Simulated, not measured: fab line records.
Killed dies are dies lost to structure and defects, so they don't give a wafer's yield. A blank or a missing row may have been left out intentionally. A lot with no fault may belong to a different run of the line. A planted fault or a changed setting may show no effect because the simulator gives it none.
A struck lot beside a sound one + flow berkeleyCmos170 + 15 out of 331 route steps
Sound: the wafers L268.2, L268.5, L268.6. The struck wafers were L273.1, L273.3, L273.5. The cause comes at the end.
For every step that has rows: the tool of each side, followed by ch and its chambers, followed by its first start. Under that, the readings that differ: sound wafers + struck wafers + difference of the means + sigmas: that difference in standard deviations of wafers without a fault.
alike: words and numbers the same on both sides, and readings whose means are apart by under 2 such deviations; not compared: readings that were withheld, readings missing a value for some wafer, numbers with overlapping values and no deviation given by the record, and bounds like >300 which may hide the same value.
Wherever a step has rows on one side only, a row that says differs or no value, or a row with sigmas, the two part there. Non-overlapping numbers with no deviation appear without sigmas and do not part them. Lack of a reading on every wafer of one side parts them only where that side has two or more wafers.

first, 2 steps without rows for these wafers: UCB170_M3_COAT_05 (resist thk 900 nm); UCB170_M3_SOFTBAKE_06 (time 60 s).
UCB170_M3_STRIP_07: strips in O2.
  sound on plasmaAsher-03 ch 0,1, day 8 18:57; struck on plasmaAsher-02 ch 0,1, day 10 12:32
  alike: drypumpMotorCurrentA, oesProductAu, stripTimeToEndpointS
  not compared: rfHoursCounterH
then, 7 steps without rows for these wafers: UCB170_M3_STRIP_08 (strips KrF in DMSO, time 600 s); UCB170_M3_COAT_09; UCB170_M3_COAT_10 (resist thk 900 nm); UCB170_M3_SOFTBAKE_11 (time 60 s); UCB170_M3_EXPOSE_12 (exposes mask METAL3, target cd 700 nm); UCB170_M3_PEB_13; UCB170_M3_DEVELOP_14 (develop time 45 s).
UCB170_M3_CD_MEAS_15: the cd target is 700 nm.
  struck on cdSem-01, day 10 16:31; sound on cdSem-02, day 8 20:20
  alike: cdNm
UCB170_M3_OVL_MEAS_16:
  struck on overlay-01, day 10 16:38; sound on overlay-01, day 8 20:26
  alike: M3_OVL
UCB170_M3_ETCH_17: etches BARC in N2/H2.
  sound on rieDiel-04 ch 0,1,2, day 8 20:28; struck on rieDiel-04 ch 0,1, day 10 16:40
| reading             | sound             | struck            | difference | sigmas |
|---------------------|-------------------|-------------------|------------|--------|
| oesProductAu (a.u.) | 1.027 0.969 1.007 | 0.797 0.766 0.782 | -0.219     | -12    |
  alike: drypumpMotorCurrentA, throttleValvePct
UCB170_M3_METAL_ETCH_18: etches Al in Cl2/BCl3, stops on SiO2, target depth 1170 nm, time 195 s.
  sound on rieMetal-01 ch 0,1, day 8 20:31; struck on rieMetal-02 ch 0,1, day 10 16:43
  alike: drypumpMotorCurrentA, mfcCl2Sccm, oesProductAu, throttleValvePct
  not compared: rfHoursCounterH
UCB170_M3_PROBE_99:
  rows exist in the record for the sound wafers here (prober-02, day 8 21:07), none for the struck ones

## WHERE THEY PART
Earliest at UCB170_M3_ETCH_17; latest, in this record, at UCB170_M3_PROBE_99.

WHY: whatever the simulator had introduced
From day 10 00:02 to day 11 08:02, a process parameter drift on rieDiel-04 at UCB170_M3_ETCH_17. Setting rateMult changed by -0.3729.
